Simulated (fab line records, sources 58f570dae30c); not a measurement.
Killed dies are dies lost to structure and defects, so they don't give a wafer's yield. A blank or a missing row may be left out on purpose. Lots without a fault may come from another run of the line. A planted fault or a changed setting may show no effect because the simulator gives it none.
A struck lot beside a sound one | flow berkeley_cmos170 | 19 steps out of a route of 331
Sound: wafers L384.2, L384.5, L384.6. Struck: wafers L387.1, L387.3, L387.5. The cause comes at the end.
At each step with rows: each side's tool, then ch and its chambers, then its first start. Under that, the readings that differ: sound wafers | struck wafers | difference of the means | sigmas: that difference in standard deviations of wafers without a fault.
alike: readings whose means differ by less than 2 such deviations, and words and numbers that are the same on both sides. not compared: withheld readings, readings that some wafer has no value for, bounds like >300 that may hide the same value, and numbers for which the record gives no deviation and whose values overlap.
The two part at a step that has a row with sigmas, a row that says differs or no value, or rows on one side only. Numbers that don't overlap but have no deviation are shown without sigmas and don't part them. A reading that every wafer of one side lacks parts them only if that side has two wafers or more.

first, 3 steps without rows for these wafers: UCB170_PWELL_CLEAN_00 (cleans in SPM, time 600 s); UCB170_PWELL_CLEAN_01 (cleans in dHF, time 60 s); UCB170_PWELL_OXIDATION_02 (target thk 26.4 nm, ox time 1260 s).
UCB170_PWELL_THK_MEAS_03:
  sound on film_metro-01, day 3 16:34; struck on film_metro-04, day 4 19:19
  reading              | sound          | struck         | difference | sigmas
  PWELL_OXIDE_THK (nm) | 25.5 25.3 25.5 | 27.0 27.0 27.0 | +1.6       | +2
then, 2 steps without rows for these wafers: UCB170_PWELL_ANNEAL_04 (time 900 s); UCB170_PWELL_CVD_05 (deposits Si3N4 from SiH2Cl2/NH3, target thk 220 nm, time 3300 s).
UCB170_PWELL_THK_MEAS_06:
  sound on film_metro-04, day 4 02:22; struck on film_metro-01, day 5 08:17
  alike: PWELL_NITRIDE_THK
then, 5 steps without rows for these wafers: UCB170_PWELL_HMDS_07 (prime time 60 s); UCB170_PWELL_COAT_08 (resist thk 900 nm); UCB170_PWELL_SOFTBAKE_09 (time 60 s); UCB170_PWELL_EXPOSE_10 (exposes mask PWELL, target cd 3000 nm); UCB170_PWELL_PEB_11.
UCB170_PWELL_DEVELOP_12: develop time 45 s.
  sound on litho_track-03 ch 0, day 4 03:00; struck on litho_track-03 ch 0, day 5 09:00
UCB170_PWELL_OVL_MEAS_13:
  sound on overlay-01, day 4 03:43; struck on overlay-01, day 5 09:32
  alike: PWELL_OVL
UCB170_PWELL_ETCH_14: etches Si3N4 in CH3F/Ar/O2, stops on SiO2, target depth 242 nm, time 151 s.
  sound on rie_diel-04 ch 0,2,3, day 4 03:44; struck on rie_diel-01 ch 1,2, day 5 09:34
  alike: drypump_motor_current_A, oes_product_au, throttle_valve_pct
  not compared: rf_hours_counter_h
then, 1 step without rows for these wafers: UCB170_PWELL_IMPLANT_15.
UCB170_PWELL_STRIP_16: strips in O2.
  sound on plasma_asher-03 ch 0,1, day 4 03:59; struck on plasma_asher-02 ch 0,1, day 5 09:49
  alike: drypump_motor_current_A, o2_flow_sccm, oes_product_au, strip_time_to_endpoint_s
  not compared: rf_hours_counter_h
UCB170_PWELL_TW_MEAS_17:
  sound on film_metro-01, day 4 04:06; struck on film_metro-03, day 5 09:55
  reading  | sound             | struck         | difference | sigmas
  PWELL_TW | 375.6 377.3 374.4 | 49.9 51.4 50.1 | -325.3     | -99 or more
then, 1 step without rows for these wafers: UCB170_PWELL_CLEAN_18 (cleans in SPM, time 600 s).

WHERE THEY PART
First at UCB170_PWELL_THK_MEAS_03; last, within this record, at UCB170_PWELL_TW_MEAS_17.

WHY: what the simulator had put in
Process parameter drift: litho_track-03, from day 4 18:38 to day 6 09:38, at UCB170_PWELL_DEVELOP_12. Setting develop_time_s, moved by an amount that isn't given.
